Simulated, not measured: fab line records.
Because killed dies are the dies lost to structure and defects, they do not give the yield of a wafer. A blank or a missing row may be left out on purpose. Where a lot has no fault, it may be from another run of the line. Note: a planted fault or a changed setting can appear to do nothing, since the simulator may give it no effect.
Lot-split experiment / flow ritCmos / route with 202 steps; 5 lots, 27 wafers read

ON THE SPLIT
At RIT_SDANNEAL_RTA_03 (time 5 s), the setting timeS was moved away from the recipe's 5 s on 12 of the 27 wafers read, by -51.4% to +16.0%. For the rest of the wafers, this setting stayed at what the recipe calls for.

FROM THE SPLIT TO THE READING: what the file shows between them, 3 steps
- RIT_SDANNEAL_RS_MEAS_04: measures by four-point-probe
- RIT_SDANNEAL_RS_MEAS_05: measures by four-point-probe
- RIT_SDANNEAL_RS_MEAS_06: measures by four-point-probe

THE READING
Measured at RIT_SDANNEAL_RS_MEAS_07 by four-point probe: NLDD_RS, in ohm/sq. Fault-free wafers of this fab line usually give 151.6 ohm/sq, standard deviation 0.47 ohm/sq.

wafer=L075.1; tool, chamber at the split=rtpAnneal-02, 0; timeS as run, s=5; against the recipe=recipe; NLDD_RS, ohm/sq=152.4; against lot-mates on the recipe=-
wafer=L075.3; tool, chamber at the split=rtpAnneal-02, 0; timeS as run, s=5; against the recipe=recipe; NLDD_RS, ohm/sq=151.8; against lot-mates on the recipe=-
wafer=L075.4; tool, chamber at the split=rtpAnneal-02, 0; timeS as run, s=5; against the recipe=recipe; NLDD_RS, ohm/sq=153.0; against lot-mates on the recipe=-
wafer=L076.1; tool, chamber at the split=rtpAnneal-01, 0; timeS as run, s=2.924; against the recipe=-41.5%; NLDD_RS, ohm/sq=152.7; against lot-mates on the recipe=+1.6
wafer=L076.2; tool, chamber at the split=rtpAnneal-01, 0; timeS as run, s=2.924; against the recipe=-41.5%; NLDD_RS, ohm/sq=152.5; against lot-mates on the recipe=+1.4
wafer=L076.3; tool, chamber at the split=rtpAnneal-01, 0; timeS as run, s=5; against the recipe=recipe; NLDD_RS, ohm/sq=151.0; against lot-mates on the recipe=-
wafer=L076.4; tool, chamber at the split=rtpAnneal-01, 0; timeS as run, s=5; against the recipe=recipe; NLDD_RS, ohm/sq=151.4; against lot-mates on the recipe=-
wafer=L076.5; tool, chamber at the split=rtpAnneal-01, 0; timeS as run, s=2.924; against the recipe=-41.5%; NLDD_RS, ohm/sq=152.6; against lot-mates on the recipe=+1.5
wafer=L076.6; tool, chamber at the split=rtpAnneal-01, 0; timeS as run, s=5; against the recipe=recipe; NLDD_RS, ohm/sq=151.0; against lot-mates on the recipe=-
wafer=L078.1; tool, chamber at the split=rtpAnneal-01, 0; timeS as run, s=5; against the recipe=recipe; NLDD_RS, ohm/sq=151.7; against lot-mates on the recipe=-
wafer=L078.2; tool, chamber at the split=rtpAnneal-01, 0; timeS as run, s=5.801; against the recipe=+16.0%; NLDD_RS, ohm/sq=151.0; against lot-mates on the recipe=-0.5
wafer=L078.3; tool, chamber at the split=rtpAnneal-01, 0; timeS as run, s=5; against the recipe=recipe; NLDD_RS, ohm/sq=151.4; against lot-mates on the recipe=-
wafer=L078.4; tool, chamber at the split=rtpAnneal-01, 0; timeS as run, s=5.801; against the recipe=+16.0%; NLDD_RS, ohm/sq=151.2; against lot-mates on the recipe=-0.3
wafer=L078.5; tool, chamber at the split=rtpAnneal-01, 0; timeS as run, s=5; against the recipe=recipe; NLDD_RS, ohm/sq=151.3; against lot-mates on the recipe=-
wafer=L078.6; tool, chamber at the split=rtpAnneal-01, 0; timeS as run, s=5.801; against the recipe=+16.0%; NLDD_RS, ohm/sq=151.0; against lot-mates on the recipe=-0.5
wafer=L083.1; tool, chamber at the split=rtpAnneal-02, 0; timeS as run, s=3.234; against the recipe=-35.3%; NLDD_RS, ohm/sq=152.4; against lot-mates on the recipe=+1.0
wafer=L083.2; tool, chamber at the split=rtpAnneal-02, 0; timeS as run, s=5; against the recipe=recipe; NLDD_RS, ohm/sq=151.3; against lot-mates on the recipe=-
wafer=L083.3; tool, chamber at the split=rtpAnneal-02, 0; timeS as run, s=5; against the recipe=recipe; NLDD_RS, ohm/sq=151.2; against lot-mates on the recipe=-
wafer=L083.4; tool, chamber at the split=rtpAnneal-02, 0; timeS as run, s=3.234; against the recipe=-35.3%; NLDD_RS, ohm/sq=151.9; against lot-mates on the recipe=+0.5
wafer=L083.5; tool, chamber at the split=rtpAnneal-02, 0; timeS as run, s=3.234; against the recipe=-35.3%; NLDD_RS, ohm/sq=152.3; against lot-mates on the recipe=+0.9
wafer=L083.6; tool, chamber at the split=rtpAnneal-02, 0; timeS as run, s=5; against the recipe=recipe; NLDD_RS, ohm/sq=151.6; against lot-mates on the recipe=-
wafer=L084.1; tool, chamber at the split=rtpAnneal-01, 0; timeS as run, s=2.43; against the recipe=-51.4%; NLDD_RS, ohm/sq=152.6; against lot-mates on the recipe=+1.0
wafer=L084.2; tool, chamber at the split=rtpAnneal-01, 0; timeS as run, s=2.43; against the recipe=-51.4%; NLDD_RS, ohm/sq=153.0; against lot-mates on the recipe=+1.4
wafer=L084.3; tool, chamber at the split=rtpAnneal-01, 0; timeS as run, s=5; against the recipe=recipe; NLDD_RS, ohm/sq=151.5; against lot-mates on the recipe=-
wafer=L084.4; tool, chamber at the split=rtpAnneal-01, 0; timeS as run, s=2.43; against the recipe=-51.4%; NLDD_RS, ohm/sq=152.8; against lot-mates on the recipe=+1.2
wafer=L084.5; tool, chamber at the split=rtpAnneal-01, 0; timeS as run, s=5; against the recipe=recipe; NLDD_RS, ohm/sq=151.7; against lot-mates on the recipe=-
wafer=L084.6; tool, chamber at the split=rtpAnneal-01, 0; timeS as run, s=5; against the recipe=recipe; NLDD_RS, ohm/sq=151.5; against lot-mates on the recipe=-

THE FIT
A straight line over all 27 wafers: NLDD_RS changes by -0.0236 ohm/sq for each +1% of timeS; r = -0.80; the points scatter about the line by 0.41 ohm/sq.
The same after taking each lot's own level away (the mean of its wafers on the recipe; 27 wafers): -0.0271 ohm/sq for each +1%; r = -0.92; scatter 0.27 ohm/sq.
On that fit, the largest move of timeS shifts the reading by 1.4 ohm/sq.
The lots' own levels span 151.13 to 152.40 ohm/sq, that is 2.7 times the standard deviation above.
So the lot-to-lot level blurs the effect unless lot-mates are compared.
Check: +1.47 ohm/sq against its lot-mates is what the line predicts for one of the wafers moved furthest among these (-51.4%) when that wafer is left out of the fit. It came out at +1.03 ohm/sq against them.

OTHER SPLITS APPLIED TO THESE WAFERS
Note: prior to the reading, these wafers also went through further splits. Each is held against what the fit with the lots' levels taken away leaves over:
other split on the same wafers=RIT_ACTIVE_OXIDATION_01 oxTimeS; wafers away from the commonest value=12; r with NLDD_RS (lot level and that fit taken away)=+0.17
other split on the same wafers=RIT_FOX2_WET_ETCH_03 timeS; wafers away from the commonest value=21; r with NLDD_RS (lot level and that fit taken away)=-0.30

THE WHOLE CHAIN: every reading that the file lists as answering this split, in the file's order
step=RIT_SDANNEAL_RS_MEAS_04; what it does=measures by four-point-probe; reading=PSD_RS; change (the file's fit)=-0.166 for each +1% of the setting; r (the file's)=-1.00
step=RIT_SDANNEAL_RS_MEAS_05; what it does=measures by four-point-probe; reading=NSD_RS; change (the file's fit)=-0.0262 for each +1% of the setting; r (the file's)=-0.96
step=RIT_SDANNEAL_RS_MEAS_06; what it does=measures by four-point-probe; reading=PLDD_RS; change (the file's fit)=-0.203 for each +1% of the setting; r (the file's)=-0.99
step=RIT_SDANNEAL_RS_MEAS_07; what it does=measures by four-point-probe; reading=NLDD_RS; change (the file's fit)=-0.0275 for each +1% of the setting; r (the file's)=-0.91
step=RIT_M1_PROBE_99; what it does=; reading=etest.pmosTurned.rOnOhmUm (the simulator's own value, which no gauge read); change (the file's fit)=-13.7 for each +1% of the setting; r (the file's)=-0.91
step=RIT_M1_PROBE_99; what it does=; reading=etest.pmos_0p15.rOnOhmUm (the simulator's own value, which no gauge read); change (the file's fit)=-7.56 for each +1% of the setting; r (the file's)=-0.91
step=RIT_M1_PROBE_99; what it does=; reading=etest.pmos_0p3.rOnOhmUm (the simulator's own value, which no gauge read); change (the file's fit)=-9.71 for each +1% of the setting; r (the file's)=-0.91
step=RIT_M1_PROBE_99; what it does=; reading=etest.pldd.rsOhmSq (the simulator's own value, which no gauge read); change (the file's fit)=-1.16 for each +1% of the setting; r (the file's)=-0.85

FILE'S OWN FIT
NLDD_RS changes by -0.0275 ohm/sq for each +1% of timeS, r = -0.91.
